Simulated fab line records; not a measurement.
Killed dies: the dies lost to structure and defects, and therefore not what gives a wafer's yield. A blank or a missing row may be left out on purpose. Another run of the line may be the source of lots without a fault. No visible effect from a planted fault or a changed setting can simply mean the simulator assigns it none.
fab line records -- flow rit-cmos
record lots=13, wafers=39, last-day=7
route steps=202 shown ACTIVE@14
lots with no fault: from the same line, run without faults
start-h: the number of hours between the record's first day and the start of the first shown wafer of the lot -- wait-h: how many hours have passed since the lot's step before this one -- " repeats the value in the row above -- L1.1+2: a single row standing in for several wafers -- - no value present, or no start provided -- * or withheld: withheld -- < > ~ a bound
route shown NAME@n: NAME is a module with steps in the file, n the number in the route of the first one -- usual: mean and standard deviation over wafers with no fault -- same: alike in all rows -- chamber/n: place in a boat -- sites: each site's reading -- _std_site: standard deviation of those values -- _edge_site: the outer-site mean with the inner-site mean subtracted -- radius-mm: for every site, how far away it sits from the centre of the wafer -- mask NAME#n: copy n -- behind: the most recent tool/chamber to have shaped the wafer -- hold: the reason the lot was held/the length of the hold in hours/how it ended -- device: names the non-switching transistor (n, p or np) -- end of line: tests of these same wafers at the route's end -- where a step has no rows: the recipe by itself -- killed: dies lost to structure and defects at the first sort, not the wafer's yield -- map: shows each die of a wafer: x if killed, . if not, _ if none is there
set.NAME: the setting that was run; set.NAME@STEP: the one run at that earlier step -- model.NAME: the simulator's own value behind a step, which no gauge read
steps of the route over a sample of lots; a table a step, a row a wafer
services: the hour from which a tool's chamber was out of use, counted from the record's first day as start-h (under 0 if before that day), plus the number of hours and why
## steps
# step RIT_ACTIVE_ETCH_13
# recipe stop-on=SiO2, chemistry=SF6, target=Si3N4, time-s=210, over-etch-frac=0.4, SF6_flow_sccm=200, pressure-mtorr=260, rf-w=125, target-depth-a=2100
# usual drypump-motor-current-A=5.4/0.39, oes-product-au=0.820/0.013, rf-fwd-power-W=124.5/0.43, throttle-valve-pct=7.46/0.081
lot.wafer,tool,chamber,start-h,wait-h,drypump-motor-current-A,oes-product-au,rf-fwd-power-W,rf-hours-counter-h,throttle-valve-pct
L584.2,rie-diel-03,3,19.89,0.1,5.2,0.823,124.3,56,7.42
L584.4,rie-diel-03,2,19.89,0.1,5.2,0.832,124.4,111,7.39
L584.6,rie-diel-03,2,19.89,0.1,5.2,0.833,124.6,-,7.40
L585.3,rie-diel-01,1,20.13,0.1,5.9,0.815,124.6,78,7.52
L585.4,rie-diel-01,2,20.13,0.1,5.0,0.822,124.6,74,7.44
L585.5,rie-diel-01,2,20.13,0.1,5.0,0.827,124.8,-,7.40
L586.3,rie-diel-02,0,26.31,0.1,5.4,0.822,124.3,128,7.51
L586.4,rie-diel-02,2,26.31,0.1,5.8,0.828,124.7,117,7.68
L586.6,rie-diel-02,3,26.31,0.1,6.3,0.817,124.2,-,7.32
L587.1,rie-diel-03,3,32.17,0.1,5.1,0.828,124.6,57,7.41
L587.2,rie-diel-03,0,32.17,0.1,5.2,0.819,124.3,1,7.45
L587.3,rie-diel-03,1,32.17,0.1,5.6,0.829,124.9,161,7.49
L588.1,rie-diel-01,2,37.11,0.1,5.0,0.813,123.5,74,7.43
L588.4,rie-diel-01,1,37.11,0.1,5.9,0.810,124.1,78,7.51
L588.5,rie-diel-01,1,37.11,0.1,5.9,0.807,123.7,-,7.52
L589.1,rie-diel-01,3,40.29,0.1,5.7,0.802,124.5,26,7.54
L589.3,rie-diel-01,1,40.29,0.1,5.9,0.791,124.4,79,7.52
L589.5,rie-diel-01,3,40.29,0.1,5.7,0.793,123.9,-,7.53
L592.1,rie-diel-01,2,55.76,0.1,5.0,0.821,124.3,74,7.42
L592.3,rie-diel-01,3,55.76,0.1,5.7,0.806,123.9,26,7.53
L592.6,rie-diel-01,2,55.76,0.1,5.0,0.821,124.2,-,7.43
L594.1,rie-diel-01,1,66.13,0.1,5.9,0.815,124.4,79,7.51
L594.2,rie-diel-01,3,66.13,0.1,5.6,0.800,124.4,26,7.52
L594.5,rie-diel-01,1,66.13,0.1,5.9,0.803,124.2,-,7.53
L596.1,rie-diel-03,2,74.83,0.1,5.2,0.821,174.2,112,7.41
L596.3,rie-diel-03,3,74.83,0.1,5.1,0.837,124.6,57,7.40
L596.4,rie-diel-03,1,74.83,0.1,5.6,0.840,125.1,162,7.49
L600.1,rie-diel-01,0,97.55,0.1,4.9,0.814,124.2,0,7.44
L600.4,rie-diel-01,3,97.55,0.1,5.6,0.799,123.7,27,7.55
L600.6,rie-diel-01,3,97.55,0.1,5.6,0.788,123.4,-,7.53
L602.2,rie-diel-01,0,107.83,0.1,4.9,0.823,124.8,0,7.45
L602.3,rie-diel-01,2,107.83,0.1,5.0,0.826,125.2,76,7.40
L602.6,rie-diel-01,0,107.83,0.1,4.9,0.834,124.7,-,7.48
L603.4,rie-diel-01,1,112.17,0.1,5.9,0.807,124.5,80,7.52
L603.5,rie-diel-01,2,112.17,0.1,5.0,0.821,124.6,-,7.40
L603.6,rie-diel-01,3,112.17,0.1,5.6,0.802,124.7,-,7.55
L605.2,rie-diel-02,1,121.88,0.1,5.7,0.816,124.7,5,7.41
L605.5,rie-diel-02,2,121.88,0.1,5.8,0.829,125.2,-,7.67
L605.6,rie-diel-02,3,121.88,0.1,6.3,0.817,124.8,-,7.32
## services
tool,chamber,start-h,hours,kind
rie-diel-03,3,52.52,4.3,repair
rie-diel-01,0,72.34,-,clean
rie-diel-01,0,72.34,-,consumable-replace:esc
rie-diel-01,0,72.34,20.8,scheduled-down
rie-diel-01,0,72.34,20.8,vent-cycle
rie-diel-02,0,81.92,9.5,repair
rie-diel-03,1,85.17,-,clean
rie-diel-03,1,85.17,20.9,scheduled-down
rie-diel-03,1,85.17,20.9,vent-cycle
rie-diel-01,1,86.22,10.6,repair
## key
first-sign step=RIT_ACTIVE_ETCH_13, reading=rf-fwd-power-W, direction=up, sigmas=99+, usual=124.5, struck=174.2
effect none on later readings
met-at RIT_ACTIVE_ETCH_13
struck-lots L596
struck-wafers L596.1
later-rows-left-out L596.1
sort-left-out L596.1
tester-left-out L596
onset-between 19.89 74.83
fault kind=process-parameter-drift, tool=rie-diel-03, chamber=2, onset-h=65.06, steps=RIT_ACTIVE_ETCH_13, channel=rf-w, offset=50, shape=step, end-h=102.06, acts-in=these-recipes-only, stated=125
# tester-left-out: of these lots the tester's yield and bins aren't shown, on N5 and GAA mostly nor the transistor test; their killed dies are dies lost to structure and defects alone, not to doping, threshold or leakage, so they don't give the yield
# sort-left-out: the simulated sort isn't trusted on such a fault, so these wafers' sort isn't shown, and their yield isn't known
# later-rows-left-out: the simulator's readings of these wafers behind a module that went badly wrong aren't trusted and aren't shown, but for the sort
